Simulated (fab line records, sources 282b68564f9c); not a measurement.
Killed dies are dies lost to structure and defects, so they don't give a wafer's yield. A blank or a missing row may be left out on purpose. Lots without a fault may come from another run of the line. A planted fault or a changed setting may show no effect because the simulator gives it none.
Which tool did it? | flow rit_cmos | 13 lots, 39 wafers sampled, at 3 steps of a route of 202

WHAT THE GAUGES READ, wafer by wafer
RIT_SILICIDE_RS_MEAS_02: measures by four-point-probe.
lot  | measured    | on            | SILICIDE_TI_RS (ohm/sq)
L991 | day 3 11:39 | film_metro-04 | 46.7 46.4 46.2
L992 | day 3 14:49 | film_metro-01 | 48.5 48.9 48.6
L993 | day 3 22:34 | film_metro-01 | 47.1 46.7 47.3
L994 | day 4 00:58 | film_metro-01 | 47.8 48.1 48.2
L996 | day 4 10:54 | film_metro-02 | 47.9 47.3 47.6
L999 | day 5 06:05 | film_metro-04 | 45.7 42.3 46.3
L104 | day 6 07:34 | film_metro-01 | 47.1 46.8 47.1
L106 | day 6 16:26 | film_metro-04 | 47.5 47.4 47.6
L108 | day 7 01:29 | film_metro-02 | 47.8 47.9 47.9
L110 | day 7 13:37 | film_metro-01 | 47.4 47.5 47.6
L111 | day 7 18:43 | film_metro-02 | 48.0 47.5 47.5
L112 | day 7 20:19 | film_metro-02 | 49.1 48.9 48.7
L113 | day 8 04:28 | film_metro-01 | 47.6 47.5 47.7

RIT_SILICIDE_THK_MEAS_03: measures by xrf.
lot  | measured    | on            | SILICIDE_TI_THK (nm)
L991 | day 3 11:46 | film_metro-04 | 30.9 31.1 31.3
L992 | day 3 14:56 | film_metro-01 | 30.3 29.9 30.2
L993 | day 3 22:41 | film_metro-01 | 31.1 31.2 30.9
L994 | day 4 01:04 | film_metro-01 | 30.5 30.4 30.2
L996 | day 4 11:01 | film_metro-02 | 30.5 30.9 30.6
L999 | day 5 06:13 | film_metro-04 | 31.6 33.5 31.2
L104 | day 6 07:40 | film_metro-01 | 31.0 31.1 31.1
L106 | day 6 16:33 | film_metro-04 | 30.5 30.7 30.4
L108 | day 7 01:36 | film_metro-02 | 30.5 30.5 30.6
L110 | day 7 13:44 | film_metro-01 | 30.8 30.8 30.5
L111 | day 7 18:50 | film_metro-02 | 30.2 30.5 30.4
L112 | day 7 20:24 | film_metro-02 | 29.8 29.9 30.2
L113 | day 8 04:34 | film_metro-01 | 30.5 30.2 30.5

WHICH TOOL RAN EACH LOT (tool, then ch and the chambers of the sampled wafers, then the start)
lot  | RIT_SILICIDE_SPUTTER_01
L991 | pvd_sputter-02, day 3 11:30
L992 | pvd_sputter-03, day 3 14:39
L993 | pvd_sputter-02, day 3 22:22
L994 | pvd_sputter-03, day 4 00:47
L996 | pvd_sputter-01, day 4 10:44
L999 | pvd_sputter-02, day 5 05:56
L104 | pvd_sputter-01, day 6 07:23
L106 | pvd_sputter-01, day 6 16:16
L108 | pvd_sputter-01, day 7 01:20
L110 | pvd_sputter-01, day 7 13:28
L111 | pvd_sputter-02, day 7 18:34
L112 | pvd_sputter-03, day 7 20:06
L113 | pvd_sputter-02, day 8 04:17
- RIT_SILICIDE_SPUTTER_01: material Ti, target thk 30 nm, time 240 s.

WHAT THE TOOLS THEMSELVES READ (means of the sampled wafers that have a number; where no wafer has one, the mark that the record gives instead)
RIT_SILICIDE_SPUTTER_01.
lot  | tool           | throttle_valve_pct (%)
L991 | pvd_sputter-02 | 29.6
L992 | pvd_sputter-03 | 30.4
L993 | pvd_sputter-02 | 30.6
L994 | pvd_sputter-03 | 31.1
L996 | pvd_sputter-01 | 30.3
L999 | pvd_sputter-02 | 29.5
L104 | pvd_sputter-01 | 29.8
L106 | pvd_sputter-01 | 28.8
L108 | pvd_sputter-01 | 29.4
L110 | pvd_sputter-01 | 29.5
L111 | pvd_sputter-02 | 29.9
L112 | pvd_sputter-03 | 29.5
L113 | pvd_sputter-02 | 30.3

THE ANSWER, worked out from the rows above alone
Rule: what is usual is taken from the lots themselves. Put in order of their means at a reading, lots are off if they are a third of the lots or fewer, leave a main group of 4 or more, and stand apart from it by a gap of 3 or more times the standard deviation of the main group's means; of several such gaps the widest counts. A main group whose means are all the same, to the digits that the tables above print for the reading, isn't used. A lot without any number at a reading at which 4 lots or more have one is off too. The other lots that the step has rows for count as sound. The gauges are gone through in route order, then the tools' own readings, and for those a lot's mean is taken as printed above. The first step at which some lot is off is used, and at that step the reading that is off furthest; a lot without a number counts as furthest.
No lot is off at any reading shown: from this, nothing can be told.

WHAT THE SIMULATOR HAD PUT IN
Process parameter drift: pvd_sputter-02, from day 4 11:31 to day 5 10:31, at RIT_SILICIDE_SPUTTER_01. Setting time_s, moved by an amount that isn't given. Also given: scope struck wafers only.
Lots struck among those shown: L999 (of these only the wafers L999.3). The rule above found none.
